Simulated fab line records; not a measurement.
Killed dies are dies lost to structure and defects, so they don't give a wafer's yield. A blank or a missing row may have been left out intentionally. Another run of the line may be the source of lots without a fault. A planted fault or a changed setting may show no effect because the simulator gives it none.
fab line records -- flow ritCmos
record lots=5, wafers=15, lastDay=7
route steps=202 shown M1@194
lots untouched by any fault: they come from a run of this same line in which no faults occurred
startH: hours from the record's first day to the start of the lot's first wafer shown -- waitH: hours since the lot's step before -- " same as the row above -- L1.1+2: several wafers, shown together as one row -- - no value, or no start was given -- * or withheld: withheld -- < > ~ a bound
route shown NAME@n: a module of which the file shows steps, and the number in the route of the first -- usual: mean/standard deviation of fault-free wafers -- same: alike in all rows -- chamber/n: place in a boat -- sites: each site's reading -- _std_site: standard deviation across them -- _edge_site: mean of outer sites minus mean of inner sites -- radiusMm: how far each site lies from the wafer's centre -- mask NAME#n: copy n -- behind: the last tool/chamber to shape the wafer -- hold: why the lot was held/for how many hours/how that ended -- device: whichever transistor did not switch (one of n, p or np) -- end of line: tests of these same wafers at the route's end -- where a step has no rows: the recipe by itself -- killed: dies lost to structure and defects at the first sort, not the wafer's yield -- map: the dies of a wafer, with x for killed, . for not killed, _ for no die there
set.NAME: the setting the step ran with; set.NAME@STEP: the setting that earlier step ran with -- model.NAME: the simulator's own value behind a step, which no gauge read
a table for each step, a row for each wafer; lots at some steps of the route
services: when a tool's chamber went out of use (startH, in hours from the record's first day, below 0 if earlier), for how many hours, and the reason
## steps
# step RIT_M1_OVL_MEAS_10
# usual M1_OVL=-0.3/1.6
lot.wafer,tool,chamber,startH,waitH,M1_OVL[nm]
L074.2,overlay-01,-,58.89,0.1,-2.4
L074.5,overlay-01,-,58.89,0.1,-2.6
L074.6,overlay-01,-,58.89,0.1,-3.2
L078.2,overlay-02,-,82.48,0.1,-0.8
L078.3,overlay-02,-,82.48,0.1,-2.0
L078.5,overlay-02,-,82.48,0.1,-0.9
L083.1,overlay-02,-,106.11,0.1,-1.5
L083.2,overlay-02,-,106.11,0.1,-1.8
L083.5,overlay-02,-,106.11,0.1,-0.8
L088.1,overlay-02,-,138.57,0.1,-2.7
L088.3,overlay-02,-,138.57,0.1,-1.1
L088.4,overlay-02,-,138.57,0.1,-2.9
L093.1,overlay-01,-,170.47,0.1,1.9
L093.3,overlay-01,-,170.47,0.1,0.7
L093.6,overlay-01,-,170.47,0.1,0.3
# step RIT_M1_HARDBAKE_11
# recipe resist=NOVOLAK, tempC=140, timeS=120
lot.wafer,tool,chamber,startH,waitH
L074.2+5+6,lithoTrack-02,0,58.96,0.1
L078.2+3+5,lithoTrack-04,0,82.79,0.3
L083.1+2+5,lithoTrack-01,0,106.15,0.0
L088.1+3+4,lithoTrack-02,0,138.60,0.0
L093.1+3+6,lithoTrack-01,0,170.50,0.0
# step RIT_M1_METAL_ETCH_12
# recipe stopOn=SiO2, chemistry=Cl2/BCl3, target=Al, timeS=165, overEtchFrac=0.5, pressureMtorr=100, targetDepthA=6000, rfW=250, Cl2_flow_sccm=60, bcl3FlowSccm=50
# usual drypumpMotorCurrentA=5.5/0.36, oesProductAu=0.776/0.0096, throttleValvePct=8.43/0.11
lot.wafer,tool,chamber,startH,waitH,drypumpMotorCurrentA,oesProductAu,rfHoursCounterH,throttleValvePct
L074.2,rieMetal-04,1,59.17,0.2,5.0,0.768,4,8.34
L074.5,rieMetal-04,0,59.17,0.2,5.5,0.770,-,8.43
L074.6,rieMetal-04,1,59.17,0.2,5.0,0.770,-,8.33
L078.2,rieMetal-01,1,83.00,0.2,5.1,0.763,3,8.50
L078.3,rieMetal-01,0,83.00,0.2,5.6,0.782,-,8.55
L078.5,rieMetal-01,1,83.00,0.2,5.1,0.762,-,8.47
L083.1,rieMetal-01,0,106.40,0.2,5.6,0.789,3,8.56
L083.2,rieMetal-01,1,106.40,0.2,5.1,0.774,3,8.49
L083.5,rieMetal-01,0,106.40,0.2,5.6,0.780,-,8.56
L088.1,rieMetal-04,1,138.85,0.2,5.0,0.780,5,8.34
L088.3,rieMetal-04,0,138.85,0.2,5.4,0.788,-,8.43
L088.4,rieMetal-04,1,138.85,0.2,5.0,0.777,-,8.34
L093.1,rieMetal-01,0,170.75,0.2,5.6,0.780,4,8.56
L093.3,rieMetal-01,1,170.75,0.2,5.1,0.764,-,8.49
L093.6,rieMetal-01,0,170.75,0.2,5.6,0.774,-,8.56
# step RIT_M1_STRIP_13
# recipe chemistry=nmp, resist=NOVOLAK, tempC=80, timeS=600, dry=n2Spin
# usual bathHeatDutyPct=18.5/1.5
lot.wafer,tool,chamber,startH,waitH,bathHeatDutyPct
L074.2,wetBench-04,3,59.33,0.1,19.7
L074.5,wetBench-04,3,59.33,0.1,20.3
L074.6,wetBench-04,3,59.33,0.1,20.0
L078.2,wetBench-03,3,83.16,0.1,18.6
L078.3,wetBench-03,3,83.16,0.1,17.1
L078.5,wetBench-03,3,83.16,0.1,17.4
L083.1,wetBench-01,2,106.56,0.1,19.1
L083.2,wetBench-01,2,106.56,0.1,17.7
L083.5,wetBench-01,2,106.56,0.1,19.0
L088.1,wetBench-04,3,139.01,0.1,20.0
L088.3,wetBench-04,3,139.01,0.1,19.3
L088.4,wetBench-04,3,139.01,0.1,18.5
L093.1,wetBench-03,1,170.91,0.1,18.5
L093.3,wetBench-03,1,170.91,0.1,18.5
L093.6,wetBench-03,1,170.91,0.1,19.5
# step RIT_M1_STRIP_14
# recipe chemistry=O2, timeS=180, platenTempC=withheld, powerW=500, pressureMtorr=4000, o2FlowSccm=4000
# usual drypumpMotorCurrentA=5.4/0.34
lot.wafer,tool,chamber,startH,waitH,drypumpMotorCurrentA,rfHoursCounterH
L074.2,plasmaAsher-03,1,59.51,0.0,5.2,26
L074.5,plasmaAsher-03,0,59.51,0.0,5.7,-
L074.6,plasmaAsher-03,1,59.51,0.0,5.2,-
L078.2,plasmaAsher-04,0,83.34,0.0,5.3,48
L078.3,plasmaAsher-04,0,83.34,0.0,5.3,-
L078.5,plasmaAsher-04,0,83.34,0.0,5.3,-
L083.1,plasmaAsher-03,1,106.74,0.0,5.2,31
L083.2,plasmaAsher-03,0,106.74,0.0,5.8,31
L083.5,plasmaAsher-03,1,106.74,0.0,5.3,-
L088.1,plasmaAsher-03,0,139.19,0.0,5.7,35
L088.3,plasmaAsher-03,1,139.19,0.0,5.2,-
L088.4,plasmaAsher-03,0,139.19,0.0,5.7,-
L093.1,plasmaAsher-04,0,171.09,0.0,5.3,56
L093.3,plasmaAsher-04,0,171.09,0.0,5.3,-
L093.6,plasmaAsher-04,1,171.09,0.0,5.9,-
# step RIT_M1_CD_MEAS_90
# recipe targetCdNm=2600
# usual cdNm=2600/3.3
lot.wafer,tool,chamber,startH,waitH,cdNm
L074.2,cdSem-01,-,59.70,0.1,2602
L074.5,cdSem-01,-,59.70,0.1,2600
L074.6,cdSem-01,-,59.70,0.1,2605
L078.2,cdSem-01,-,83.53,0.1,2598
L078.3,cdSem-01,-,83.53,0.1,2606
L078.5,cdSem-01,-,83.53,0.1,2599
L083.1,cdSem-02,-,106.91,0.1,2600
L083.2,cdSem-02,-,106.91,0.1,2598
L083.5,cdSem-02,-,106.91,0.1,2600
L088.1,cdSem-02,-,139.36,0.1,2601
L088.3,cdSem-02,-,139.36,0.1,2595
L088.4,cdSem-02,-,139.36,0.1,2601
L093.1,cdSem-01,-,171.26,0.1,2604
L093.3,cdSem-01,-,171.26,0.1,2599
L093.6,cdSem-01,-,171.26,0.1,2601
# step RIT_M1_ANNEAL_15
# recipe tempC=450, timeS=1800, ambient=forming_gas_H2N2
lot.wafer,tool,chamber,startH,waitH
L074.2+5+6,furnace-02,0,59.80,0.1
L078.2+3+5,furnace-02,0,83.63,0.1
L083.1+2+5,furnace-02,0,107.03,0.1
L088.1+3+4,furnace-02,0,139.92,0.5
L093.1+3+6,furnace-02,0,171.38,0.1
# step RIT_M1_BOW_MEAS_16
# recipe mode=bow
# usual M1_BOW=17/6.8
lot.wafer,tool,chamber,startH,waitH,M1_BOW[um]
L074.2,filmMetro-01,-,61.32,0.0,28
L074.5,filmMetro-01,-,61.32,0.0,8
L074.6,filmMetro-01,-,61.32,0.0,24
L078.2,filmMetro-01,-,85.15,0.0,16
L078.3,filmMetro-01,-,85.15,0.0,25
L078.5,filmMetro-01,-,85.15,0.0,8
L083.1,filmMetro-03,-,108.53,0.0,28
L083.2,filmMetro-03,-,108.53,0.0,17
L083.5,filmMetro-03,-,108.53,0.0,20
L088.1,filmMetro-01,-,141.42,0.0,15
L088.3,filmMetro-01,-,141.42,0.0,12
L088.4,filmMetro-01,-,141.42,0.0,7
L093.1,filmMetro-03,-,172.88,0.0,15
L093.3,filmMetro-03,-,172.88,0.0,10
L093.6,filmMetro-03,-,172.88,0.0,10
## services
tool,chamber,startH,hours,kind
plasmaAsher-03,-,54.35,4.3,repair
rieMetal-04,-,54.64,2.8,pm
rieMetal-04,-,91.14,0.1,repair
rieMetal-01,-,112.92,1.4,pm
wetBench-01,-,138.83,1.8,repair
rieMetal-04,1,154.11,3.1,repair
rieMetal-01,1,167.70,1.4,repair
## key
fault none
